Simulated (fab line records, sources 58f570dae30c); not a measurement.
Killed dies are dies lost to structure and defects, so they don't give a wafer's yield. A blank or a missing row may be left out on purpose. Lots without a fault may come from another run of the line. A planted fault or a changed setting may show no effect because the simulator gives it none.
Which tool did it? | flow berkeley_cmos170 | 14 lots, 42 wafers sampled, at 8 steps of a route of 331

WHAT THE GAUGES READ, wafer by wafer
UCB170_NWELL_TW_MEAS_16. Usual: NWELL_TW 1250, standard deviation 6.3.
lot  | measured    | on            | NWELL_TW       | flag
L679 | day 2 10:47 | film_metro-02 | 1245 1253 1254 |
L680 | day 2 21:14 | film_metro-02 | 1246 1242 1250 |
L681 | day 2 21:28 | film_metro-04 | 1253 1258 1254 |
L682 | day 3 04:10 | film_metro-03 | 1248 1250 1249 |
L683 | day 3 09:40 | film_metro-02 | 1247 1252 1250 |
L684 | day 3 09:50 | film_metro-03 | 1256 1255 1249 |
L685 | day 3 18:46 | film_metro-04 | 1245 1257 1249 |
L687 | day 4 00:21 | film_metro-04 | 1248 1255 1254 |
L688 | day 4 10:07 | film_metro-02 | 1250 1248 1249 |
L691 | day 5 02:12 | film_metro-02 | 1244 1238 1241 |
L690 | day 5 02:26 | film_metro-03 | 1245 1251 1252 |
L692 | day 5 02:30 | film_metro-04 | 1265 1271 1270 |
L700 | day 7 01:13 | film_metro-02 | 1248 1247 1245 |
L701 | day 7 01:29 | film_metro-03 | 1249 1248 1241 |

UCB170_SDANNEAL_RS_MEAS_02: measures by four-point-probe. Usual: PSD_RS 75.53 ohm/sq, standard deviation 0.24.
lot  | measured     | on            | PSD_RS (ohm/sq)   | flag
L679 | day 7 22:18  | film_metro-04 | 75.63 75.41 75.51 |
L680 | day 7 21:58  | film_metro-03 | 75.64 75.22 75.47 |
L681 | day 7 21:41  | film_metro-01 | 75.73 75.80 75.61 |
L682 | day 8 13:57  | film_metro-04 | 75.77 75.46 75.69 |
L683 | day 8 14:07  | film_metro-03 | 75.95 75.95 75.96 |
L684 | day 8 14:26  | film_metro-01 | 75.85 75.61 75.94 |
L685 | day 8 22:06  | film_metro-04 | 75.56 75.40 75.42 |
L687 | day 9 13:26  | film_metro-03 | 75.80 75.27 75.64 |
L688 | day 9 12:43  | film_metro-03 | 75.91 75.42 75.23 |
L691 | day 10 12:26 | film_metro-01 | 75.87 76.02 75.67 |
L690 | day 10 12:38 | film_metro-03 | 56.62 56.48 56.65 | OFF
L692 | day 10 12:26 | film_metro-04 | 56.44 56.65 56.56 | OFF
L700 | day 12 14:25 | film_metro-01 | 75.23 75.55 75.77 |
L701 | day 12 15:02 | film_metro-03 | 75.41 75.58 75.74 |

UCB170_SDANNEAL_RS_MEAS_03: measures by four-point-probe. Usual: NSD_RS 37.24 ohm/sq, standard deviation 0.09.
lot  | measured     | on            | NSD_RS (ohm/sq)   | flag
L679 | day 7 22:25  | film_metro-04 | 37.25 37.31 37.22 |
L680 | day 7 22:05  | film_metro-03 | 37.35 37.26 37.34 |
L681 | day 7 21:48  | film_metro-01 | 37.18 37.37 37.24 |
L682 | day 8 14:04  | film_metro-04 | 37.34 37.31 37.36 |
L683 | day 8 14:14  | film_metro-03 | 37.22 37.19 37.25 |
L684 | day 8 14:34  | film_metro-01 | 37.14 37.20 37.17 |
L685 | day 8 22:13  | film_metro-04 | 37.28 37.22 37.24 |
L687 | day 9 13:34  | film_metro-03 | 37.30 37.26 37.27 |
L688 | day 9 12:50  | film_metro-03 | 37.28 37.41 37.32 |
L691 | day 10 12:34 | film_metro-01 | 37.28 37.22 37.23 |
L690 | day 10 12:46 | film_metro-03 | 31.19 31.30 31.14 | OFF
L692 | day 10 12:33 | film_metro-04 | 31.22 31.32 31.23 | OFF
L700 | day 12 14:32 | film_metro-01 | 37.21 37.11 37.27 |
L701 | day 12 15:09 | film_metro-03 | 37.27 37.21 37.18 |

UCB170_SDANNEAL_RS_MEAS_04: measures by four-point-probe. Usual: PLDD_RS 1030.8 ohm/sq, standard deviation 2.6.
lot  | measured     | on            | PLDD_RS (ohm/sq)     | flag
L679 | day 7 22:32  | film_metro-04 | 1027.3 1026.8 1029.7 |
L680 | day 7 22:12  | film_metro-03 | 1031.4 1031.1 1031.6 |
L681 | day 7 21:55  | film_metro-01 | 1028.1 1027.1 1027.2 |
L682 | day 8 14:11  | film_metro-04 | 1030.1 1032.1 1031.1 |
L683 | day 8 14:22  | film_metro-03 | 1029.7 1031.7 1027.9 |
L684 | day 8 14:41  | film_metro-01 | 1038.0 1035.9 1035.9 |
L685 | day 8 22:20  | film_metro-04 | 1032.6 1033.1 1029.7 |
L687 | day 9 13:41  | film_metro-03 | 1027.4 1030.3 1025.7 |
L688 | day 9 12:57  | film_metro-03 | 1034.3 1034.0 1032.4 |
L691 | day 10 12:41 | film_metro-01 | 1033.4 1030.0 1036.6 |
L690 | day 10 12:53 | film_metro-03 | 970.1 968.3 974.4    | OFF
L692 | day 10 12:40 | film_metro-04 | 967.6 967.0 967.5    | OFF
L700 | day 12 14:39 | film_metro-01 | 1028.8 1030.8 1032.6 |
L701 | day 12 15:16 | film_metro-03 | 1029.5 1029.1 1028.6 |

UCB170_SDANNEAL_RS_MEAS_05: measures by four-point-probe. Usual: NLDD_RS 615.8 ohm/sq, standard deviation 1.4.
lot  | measured     | on            | NLDD_RS (ohm/sq)  | flag
L679 | day 7 22:40  | film_metro-04 | 615.4 616.6 617.5 |
L680 | day 7 22:19  | film_metro-03 | 613.8 612.7 616.0 |
L681 | day 7 22:02  | film_metro-01 | 613.5 615.2 614.8 |
L682 | day 8 14:19  | film_metro-04 | 617.7 619.1 618.7 |
L683 | day 8 14:29  | film_metro-03 | 618.2 618.0 617.1 |
L684 | day 8 14:48  | film_metro-01 | 615.4 615.4 615.4 |
L685 | day 8 22:28  | film_metro-04 | 615.8 615.6 615.8 |
L687 | day 9 13:48  | film_metro-03 | 616.3 614.9 616.7 |
L688 | day 9 13:04  | film_metro-03 | 613.1 615.3 613.4 |
L691 | day 10 12:48 | film_metro-01 | 615.8 617.1 616.5 |
L690 | day 10 13:00 | film_metro-03 | 612.2 611.4 610.6 | OFF
L692 | day 10 12:47 | film_metro-04 | 610.8 611.1 610.4 | OFF
L700 | day 12 14:46 | film_metro-01 | 613.7 616.8 616.2 |
L701 | day 12 15:23 | film_metro-03 | 617.7 616.7 618.5 |

UCB170_M3_CD_MEAS_15: target cd 700 nm. Usual: cd_nm 699.5 nm, standard deviation 1.2.
lot  | measured     | on        | cd_nm (nm)        | flag
L679 | day 8 22:17  | cd_sem-01 | 697.3 698.8 698.1 |
L680 | day 8 23:54  | cd_sem-01 | 698.6 699.3 697.8 |
L681 | day 8 20:44  | cd_sem-01 | 697.8 699.4 698.5 |
L682 | day 9 09:32  | cd_sem-02 | 700.0 700.7 699.2 |
L683 | day 9 13:29  | cd_sem-01 | 699.0 700.6 700.6 |
L684 | day 9 11:44  | cd_sem-01 | 700.4 699.5 699.3 |
L685 | day 9 18:50  | cd_sem-01 | 699.4 700.4 700.6 |
L687 | day 10 12:38 | cd_sem-01 | 699.9 698.9 699.5 |
L688 | day 10 09:43 | cd_sem-01 | 698.1 698.8 699.9 |
L691 | day 11 08:39 | cd_sem-01 | 697.9 697.4 699.8 |
L690 | day 11 10:32 | cd_sem-01 | 701.4 701.0 699.4 |
L692 | day 11 07:40 | cd_sem-02 | 701.9 700.5 700.8 |
L700 | day 13 18:02 | cd_sem-02 | 700.8 699.2 700.2 |
L701 | day 13 18:28 | cd_sem-01 | 700.5 699.9 699.4 |

WHICH TOOL RAN EACH LOT (tool, then ch and the chambers of the sampled wafers, then the start)
lot  | UCB170_NWELL_ETCH_13              | UCB170_SDANNEAL_RTA_01
L679 | rie_diel-03 ch 0,1,2, day 2 10:26 | rtp_anneal-02 ch 0, day 7 22:14
L680 | rie_diel-02 ch 0,1, day 2 20:52   | rtp_anneal-01 ch 0, day 7 21:53
L681 | rie_diel-03 ch 0,2,3, day 2 21:07 | rtp_anneal-02 ch 0, day 7 21:38
L682 | rie_diel-02 ch 0,1,2, day 3 03:40 | rtp_anneal-01 ch 0, day 8 13:53
L683 | rie_diel-03 ch 0,1,3, day 3 09:17 | rtp_anneal-02 ch 0, day 8 14:02
L684 | rie_diel-04 ch 1,2, day 3 09:28   | rtp_anneal-01 ch 0, day 8 14:22
L685 | rie_diel-04 ch 0,1, day 3 18:25   | rtp_anneal-02 ch 0, day 8 22:02
L687 | rie_diel-02 ch 0,1,3, day 4 00:00 | rtp_anneal-02 ch 0, day 9 13:23
L688 | rie_diel-03 ch 1,2, day 4 09:44   | rtp_anneal-01 ch 0, day 9 12:38
L691 | rie_diel-02 ch 1,3, day 5 01:50   | rtp_anneal-02 ch 0, day 10 12:22
L690 | rie_diel-03 ch 1,2,3, day 5 02:05 | rtp_anneal-01 ch 0, day 10 12:35
L692 | rie_diel-04 ch 1,2,3, day 5 02:10 | rtp_anneal-01 ch 0, day 10 12:20
L700 | rie_diel-02 ch 1,2,3, day 7 00:51 | rtp_anneal-02 ch 0, day 12 14:20
L701 | rie_diel-04 ch 1,2,3, day 7 01:08 | rtp_anneal-02 ch 0, day 12 14:58
- UCB170_NWELL_ETCH_13: etches Si3N4 in CH3F/Ar/O2, stops on SiO2, target depth 246.4 nm, time 148.9 s.
- UCB170_SDANNEAL_RTA_01: time 5 s.

WHAT THE TOOLS THEMSELVES READ (means of the sampled wafers that have a number; where no wafer has one, the mark that the record gives instead)
UCB170_NWELL_ETCH_13. Usual: drypump_motor_current_A 5.7 A, standard deviation 0.43; oes_product_au 0.960 a.u., standard deviation 0.016; throttle_valve_pct 8.05 %, standard deviation 0.13.
lot  | tool        | drypump_motor_current_A (A) | oes_product_au (a.u.) | throttle_valve_pct (%) | flag
L679 | rie_diel-03 | 5.7                         | 0.974                 | 7.90                   |
L680 | rie_diel-02 | 5.7                         | 0.964                 | 8.02                   |
L681 | rie_diel-03 | 5.6                         | 0.967                 | 8.06                   |
L682 | rie_diel-02 | 5.9                         | 0.952                 | 8.06                   |
L683 | rie_diel-03 | 5.4                         | 0.951                 | 8.05                   |
L684 | rie_diel-04 | 6.3                         | 0.960                 | 8.06                   |
L685 | rie_diel-04 | 6.2                         | 0.963                 | 7.96                   |
L687 | rie_diel-02 | 5.4                         | 0.965                 | 8.04                   |
L688 | rie_diel-03 | 5.8                         | 0.985                 | 7.82                   |
L691 | rie_diel-02 | 5.4                         | 0.967                 | 8.02                   |
L690 | rie_diel-03 | 5.4                         | 0.964                 | 7.98                   |
L692 | rie_diel-04 | 6.0                         | 0.962                 | 8.11                   |
L700 | rie_diel-02 | 5.6                         | 0.952                 | 8.07                   |
L701 | rie_diel-04 | 6.0                         | 0.964                 | 8.11                   |

UCB170_SDANNEAL_RTA_01. Usual: lamp_power_pct 33.4 %, standard deviation 2.1; wafer_temp_C_max 1055.2, standard deviation 2.
lot  | tool          | lamp_power_pct (%) | wafer_temp_C_max | flag
L679 | rtp_anneal-02 | 35.4               | 1056.9           |
L680 | rtp_anneal-01 | 31.1               | 1053.1           |
L681 | rtp_anneal-02 | 35.3               | 1055.4           |
L682 | rtp_anneal-01 | 31.1               | 1053.6           |
L683 | rtp_anneal-02 | 35.4               | 1056.7           |
L684 | rtp_anneal-01 | 31.1               | 1053.9           |
L685 | rtp_anneal-02 | 35.4               | 1057.3           |
L687 | rtp_anneal-02 | 35.4               | 1056.7           |
L688 | rtp_anneal-01 | 31.1               | 1052.7           |
L691 | rtp_anneal-02 | 35.4               | 1058.2           |
L690 | rtp_anneal-01 | 31.0               | 1053.7           |
L692 | rtp_anneal-01 | 31.0               | 1052.6           |
L700 | rtp_anneal-02 | 35.4               | 1057.1           |
L701 | rtp_anneal-02 | 35.3               | 1058.0           |

THE ANSWER, worked out from the rows above alone
Rule: a lot is off if the mean of its wafers that have a number lies more than 3 standard deviations from the usual mean. A lot without any number at a reading at which 4 lots or more have one is off too. The other lots that the step has rows for count as sound. The gauges are gone through in route order, then the tools' own readings, and for those a lot's mean is taken as printed above. The first step at which some lot is off is used, and at that step the reading that is off furthest; a lot without a number counts as furthest.
Off: L690, L692, at UCB170_SDANNEAL_RS_MEAS_02 (PSD_RS).
A tool fits if, at a process step before that reading, it ran every lot that is off, and no sound lot after the first of them. The gauges at UCB170_SDANNEAL_RS_MEAS_02 are tried like those tools. One fits: rtp_anneal-01 at UCB170_SDANNEAL_RTA_01. Its last sound lot is L688 (day 9 12:38), its first lot that is off L692 (day 10 12:20): a fault that began between those two fits.

WHAT THE SIMULATOR HAD PUT IN
Process parameter drift: rtp_anneal-01, from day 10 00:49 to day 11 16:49, at UCB170_SDANNEAL_RTA_01. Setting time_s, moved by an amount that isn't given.
Lots struck among those shown: L690, L692. The rule above found the same.
